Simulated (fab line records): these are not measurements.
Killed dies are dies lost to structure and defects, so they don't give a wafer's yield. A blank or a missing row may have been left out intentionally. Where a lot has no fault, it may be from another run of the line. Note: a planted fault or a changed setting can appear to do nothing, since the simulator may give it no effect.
Split-lot study / flow rit-cmos / route with 202 steps; 5 lots, 23 wafers read

## ON THE SPLIT
At RIT_M1_COAT_04 (resist thk 1300 nm), the setting spin-rpm was moved away from the recipe's 2000 rpm on 8 of the 23 wafers read, by +2.8% to +6.1%. For the rest of the wafers, this setting stayed at what the recipe calls for.

Reading taken at the split's own step.

## THE READING
NOVOLAK_of_M1_COAT_04.thk-nm (the simulator's own value, which no gauge read), in nm, at RIT_M1_COAT_04 (resist thk 1300 nm). The file gives no usual value for it. The 15 wafers here that ran the recipe average 1302 nm, standard deviation 2.3 nm.

wafer=L078.2; tool, chamber at the split=litho-track-02, 0; spin-rpm as run, rpm=2000; against the recipe=recipe; NOVOLAK_of_M1_COAT_04.thk-nm, nm=1305; against lot-mates on the recipe=-
wafer=L078.4; tool, chamber at the split=litho-track-02, 0; spin-rpm as run, rpm=2000; against the recipe=recipe; NOVOLAK_of_M1_COAT_04.thk-nm, nm=1301; against lot-mates on the recipe=-
wafer=L078.5; tool, chamber at the split=litho-track-02, 0; spin-rpm as run, rpm=2000; against the recipe=recipe; NOVOLAK_of_M1_COAT_04.thk-nm, nm=1300; against lot-mates on the recipe=-
wafer=L079.2; tool, chamber at the split=litho-track-01, 0; spin-rpm as run, rpm=2057; against the recipe=+2.8%; NOVOLAK_of_M1_COAT_04.thk-nm, nm=1282; against lot-mates on the recipe=-20
wafer=L079.3; tool, chamber at the split=litho-track-01, 0; spin-rpm as run, rpm=2057; against the recipe=+2.8%; NOVOLAK_of_M1_COAT_04.thk-nm, nm=1283; against lot-mates on the recipe=-20
wafer=L079.4; tool, chamber at the split=litho-track-01, 0; spin-rpm as run, rpm=2000; against the recipe=recipe; NOVOLAK_of_M1_COAT_04.thk-nm, nm=1304; against lot-mates on the recipe=-
wafer=L079.5; tool, chamber at the split=litho-track-01, 0; spin-rpm as run, rpm=2057; against the recipe=+2.8%; NOVOLAK_of_M1_COAT_04.thk-nm, nm=1285; against lot-mates on the recipe=-18
wafer=L079.6; tool, chamber at the split=litho-track-01, 0; spin-rpm as run, rpm=2000; against the recipe=recipe; NOVOLAK_of_M1_COAT_04.thk-nm, nm=1301; against lot-mates on the recipe=-
wafer=L080.1; tool, chamber at the split=litho-track-01, 0; spin-rpm as run, rpm=2000; against the recipe=recipe; NOVOLAK_of_M1_COAT_04.thk-nm, nm=1305; against lot-mates on the recipe=-
wafer=L080.3; tool, chamber at the split=litho-track-01, 0; spin-rpm as run, rpm=2000; against the recipe=recipe; NOVOLAK_of_M1_COAT_04.thk-nm, nm=1306; against lot-mates on the recipe=-
wafer=L080.4; tool, chamber at the split=litho-track-01, 0; spin-rpm as run, rpm=2000; against the recipe=recipe; NOVOLAK_of_M1_COAT_04.thk-nm, nm=1303; against lot-mates on the recipe=-
wafer=L080.5; tool, chamber at the split=litho-track-01, 0; spin-rpm as run, rpm=2112; against the recipe=+5.6%; NOVOLAK_of_M1_COAT_04.thk-nm, nm=1270; against lot-mates on the recipe=-35
wafer=L080.6; tool, chamber at the split=litho-track-01, 0; spin-rpm as run, rpm=2112; against the recipe=+5.6%; NOVOLAK_of_M1_COAT_04.thk-nm, nm=1269; against lot-mates on the recipe=-36
wafer=L081.1; tool, chamber at the split=litho-track-01, 0; spin-rpm as run, rpm=2000; against the recipe=recipe; NOVOLAK_of_M1_COAT_04.thk-nm, nm=1301; against lot-mates on the recipe=-
wafer=L081.2; tool, chamber at the split=litho-track-01, 0; spin-rpm as run, rpm=2000; against the recipe=recipe; NOVOLAK_of_M1_COAT_04.thk-nm, nm=1299; against lot-mates on the recipe=-
wafer=L081.3; tool, chamber at the split=litho-track-01, 0; spin-rpm as run, rpm=2000; against the recipe=recipe; NOVOLAK_of_M1_COAT_04.thk-nm, nm=1299; against lot-mates on the recipe=-
wafer=L081.4; tool, chamber at the split=litho-track-01, 0; spin-rpm as run, rpm=2000; against the recipe=recipe; NOVOLAK_of_M1_COAT_04.thk-nm, nm=1300; against lot-mates on the recipe=-
wafer=L081.5; tool, chamber at the split=litho-track-01, 0; spin-rpm as run, rpm=2000; against the recipe=recipe; NOVOLAK_of_M1_COAT_04.thk-nm, nm=1304; against lot-mates on the recipe=-
wafer=L083.1; tool, chamber at the split=litho-track-01, 0; spin-rpm as run, rpm=2000; against the recipe=recipe; NOVOLAK_of_M1_COAT_04.thk-nm, nm=1299; against lot-mates on the recipe=-
wafer=L083.3; tool, chamber at the split=litho-track-01, 0; spin-rpm as run, rpm=2000; against the recipe=recipe; NOVOLAK_of_M1_COAT_04.thk-nm, nm=1302; against lot-mates on the recipe=-
wafer=L083.4; tool, chamber at the split=litho-track-01, 0; spin-rpm as run, rpm=2122; against the recipe=+6.1%; NOVOLAK_of_M1_COAT_04.thk-nm, nm=1259; against lot-mates on the recipe=-42
wafer=L083.5; tool, chamber at the split=litho-track-01, 0; spin-rpm as run, rpm=2122; against the recipe=+6.1%; NOVOLAK_of_M1_COAT_04.thk-nm, nm=1261; against lot-mates on the recipe=-40
wafer=L083.6; tool, chamber at the split=litho-track-01, 0; spin-rpm as run, rpm=2122; against the recipe=+6.1%; NOVOLAK_of_M1_COAT_04.thk-nm, nm=1261; against lot-mates on the recipe=-40

THE FIT
A straight line over all 23 wafers: NOVOLAK_of_M1_COAT_04.thk-nm changes by -6.46 nm for each +1% of spin-rpm; r = -0.99; the points scatter about the line by 2.5 nm.
The same after taking each lot's own level away (the mean of its wafers on the recipe; 23 wafers): -6.5 nm for each +1%; r = -0.99; scatter 1.7 nm.
The reading moves by 40 nm for the largest change in spin-rpm, on that fit.
The lots' own levels span 1300.5 to 1304.7 nm, that is 1.8 times the standard deviation above.
So the lot-to-lot level changes the slope little: the two slopes agree.
Check: with one of the wafers moved furthest among these (+6.1%) left out of the fit, the line predicts -39.3 nm for it against its lot-mates. Against them it came out at -41.5 nm.

## OTHER SPLITS ON THESE WAFERS
These wafers also went through other splits before the reading. Each is held against what the fit with the lots' levels taken away leaves over:
other split on the same wafers=RIT_NLDD_IMPLANT_08 energy-kev; wafers away from the commonest value=11; r with NOVOLAK_of_M1_COAT_04.thk-nm (lot level and that fit taken away)=-0.10
other split on the same wafers=RIT_PLDD_HARDBAKE_07 temp-c; wafers away from the commonest value=8; r with NOVOLAK_of_M1_COAT_04.thk-nm (lot level and that fit taken away)=-0.04
other split on the same wafers=RIT_SPACER_ETCHBACK_05 time-s; wafers away from the commonest value=9; r with NOVOLAK_of_M1_COAT_04.thk-nm (lot level and that fit taken away)=+0.08
other split on the same wafers=RIT_PSD_IMPLANT_08 energy-kev; wafers away from the commonest value=6; r with NOVOLAK_of_M1_COAT_04.thk-nm (lot level and that fit taken away)=-0.03
other split on the same wafers=RIT_SDANNEAL_RTA_03 time-s; wafers away from the commonest value=2; r with NOVOLAK_of_M1_COAT_04.thk-nm (lot level and that fit taken away)=-0.12
other split on the same wafers=RIT_SILICIDE_SPUTTER_01 time-s; wafers away from the commonest value=10; r with NOVOLAK_of_M1_COAT_04.thk-nm (lot level and that fit taken away)=+0.14

## THE FILE'S OWN FIT
NOVOLAK_of_M1_COAT_04.thk-nm changes by -6.44 nm for each +1% of spin-rpm, r = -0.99.
